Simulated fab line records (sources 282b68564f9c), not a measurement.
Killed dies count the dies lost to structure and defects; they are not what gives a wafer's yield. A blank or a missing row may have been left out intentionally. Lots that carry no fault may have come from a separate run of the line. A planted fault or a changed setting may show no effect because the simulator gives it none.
Which tool was responsible? :: flow rit cmos :: 14 lots with 42 wafers sampled at 2 steps, on a route of 202 steps

== WHAT THE GAUGES SHOWED, per wafer ==
RIT_PRETRO_TW_MEAS_10. Usual: for PRETRO_TW the level is 472 and the standard deviation is 4.
lot: L198
measured: day 2 10:34
on: film metro-03
PRETRO_TW: 478 478 476
flag: 

lot: L199
measured: day 2 15:26
on: film metro-01
PRETRO_TW: 468 465 465
flag: 

lot: L200
measured: day 2 18:26
on: film metro-02
PRETRO_TW: 473 471 473
flag: 

lot: L201
measured: day 3 00:11
on: film metro-03
PRETRO_TW: 480 475 475
flag: 

lot: L202
measured: day 3 06:21
on: film metro-01
PRETRO_TW: 471 465 468
flag: 

lot: L203
measured: day 3 14:37
on: film metro-03
PRETRO_TW: 476 475 478
flag: 

lot: L204
measured: day 3 17:50
on: film metro-01
PRETRO_TW: 467 466 465
flag: 

lot: L205
measured: day 3 23:31
on: film metro-01
PRETRO_TW: 467 469 467
flag: 

lot: L210
measured: day 4 21:44
on: film metro-02
PRETRO_TW: 442 443 436
flag: OFF

lot: L211
measured: day 5 05:41
on: film metro-01
PRETRO_TW: 472 471 472
flag: 

lot: L212
measured: day 5 09:07
on: film metro-03
PRETRO_TW: 442 442 440
flag: OFF

lot: L216
measured: day 6 05:49
on: film metro-01
PRETRO_TW: 465 469 468
flag: 

lot: L217
measured: day 6 07:55
on: film metro-02
PRETRO_TW: 477 475 473
flag: 

lot: L221
measured: day 7 06:18
on: film metro-03
PRETRO_TW: 472 473 475
flag: 

== EACH LOT AND THE TOOL THAT RAN IT (in order: tool; ch and the chambers of the sampled wafers; start) ==
lot: L198
RIT_PRETRO_IMPLANT_08: implanter-01 ch 0, day 2 10:16

lot: L199
RIT_PRETRO_IMPLANT_08: implanter-01 ch 0, day 2 15:08

lot: L200
RIT_PRETRO_IMPLANT_08: implanter-03 ch 0, day 2 18:09

lot: L201
RIT_PRETRO_IMPLANT_08: implanter-01 ch 0, day 2 23:54

lot: L202
RIT_PRETRO_IMPLANT_08: implanter-03 ch 0, day 3 06:01

lot: L203
RIT_PRETRO_IMPLANT_08: implanter-04 ch 0, day 3 14:19

lot: L204
RIT_PRETRO_IMPLANT_08: implanter-01 ch 0, day 3 17:32

lot: L205
RIT_PRETRO_IMPLANT_08: implanter-03 ch 0, day 3 23:13

lot: L210
RIT_PRETRO_IMPLANT_08: implanter-01 ch 0, day 4 21:26

lot: L211
RIT_PRETRO_IMPLANT_08: implanter-03 ch 0, day 5 05:21

lot: L212
RIT_PRETRO_IMPLANT_08: implanter-01 ch 0, day 5 08:44

lot: L216
RIT_PRETRO_IMPLANT_08: implanter-04 ch 0, day 6 05:32

lot: L217
RIT_PRETRO_IMPLANT_08: implanter-03 ch 0, day 6 07:37

lot: L221
RIT_PRETRO_IMPLANT_08: implanter-03 ch 0, day 7 05:58
- RIT_PRETRO_IMPLANT_08

== WHAT THE TOOLS THEMSELVES READ (means of the sampled wafers that have a number; where no wafer has one, the mark that the record gives instead) ==
RIT_PRETRO_IMPLANT_08. Usual: beam energy keV at 45.000, with a standard deviation of 0.018.
lot: L198
tool: implanter-01
beam energy keV: 45.001
flag: 

lot: L199
tool: implanter-01
beam energy keV: 45.025
flag: 

lot: L200
tool: implanter-03
beam energy keV: 44.990
flag: 

lot: L201
tool: implanter-01
beam energy keV: 44.987
flag: 

lot: L202
tool: implanter-03
beam energy keV: 45.010
flag: 

lot: L203
tool: implanter-04
beam energy keV: 44.994
flag: 

lot: L204
tool: implanter-01
beam energy keV: 44.989
flag: 

lot: L205
tool: implanter-03
beam energy keV: 45.016
flag: 

lot: L210
tool: implanter-01
beam energy keV: 29.262
flag: OFF

lot: L211
tool: implanter-03
beam energy keV: 45.017
flag: 

lot: L212
tool: implanter-01
beam energy keV: 29.235
flag: OFF

lot: L216
tool: implanter-04
beam energy keV: 44.987
flag: 

lot: L217
tool: implanter-03
beam energy keV: 45.014
flag: 

lot: L221
tool: implanter-03
beam energy keV: 44.983
flag: 

== THE ANSWER, worked out from the rows above alone ==
Rule: take the mean of a lot's wafers that have a number; if it is more than 3 standard deviations from the usual mean, the lot is off. Also off: a lot with no number at a reading for which 4 or more lots have one. The other lots that the step has rows for count as sound. First the gauges in route order, then the tools' own readings, where a lot's mean is used as printed above. The first step at which some lot is off is used, and at that step the reading that is off furthest; a lot without a number counts as furthest.
Off: L210, L212, at RIT_PRETRO_TW_MEAS_10 (PRETRO_TW).
A tool fits if, at a process step before that reading, it ran every lot that is off, and no sound lot after the first of them. The gauges at RIT_PRETRO_TW_MEAS_10 aren't tried: what is off there is off at RIT_PRETRO_IMPLANT_08 too, on other tools, and a gauge's error can't cause that. One candidate fits, namely implanter-01 at RIT_PRETRO_IMPLANT_08. Its last sound lot is L204 (day 3 17:32), its first lot that is off L210 (day 4 21:26): a fault that began between those two fits.
The tool's own readings at RIT_PRETRO_IMPLANT_08 bear it out: on the lots that are off they differ by more than 5 times the standard deviation of the sound lots' means. beam energy keV reads 29.248 there against 45.001 on the sound lots.

== WHAT WAS PUT IN BY THE SIMULATOR ==
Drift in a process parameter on implanter-01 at RIT_PRETRO_IMPLANT_08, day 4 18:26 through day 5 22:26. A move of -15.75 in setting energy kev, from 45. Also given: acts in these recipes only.
Shown lots that were struck: L210, L212. Same finding as the rule above.
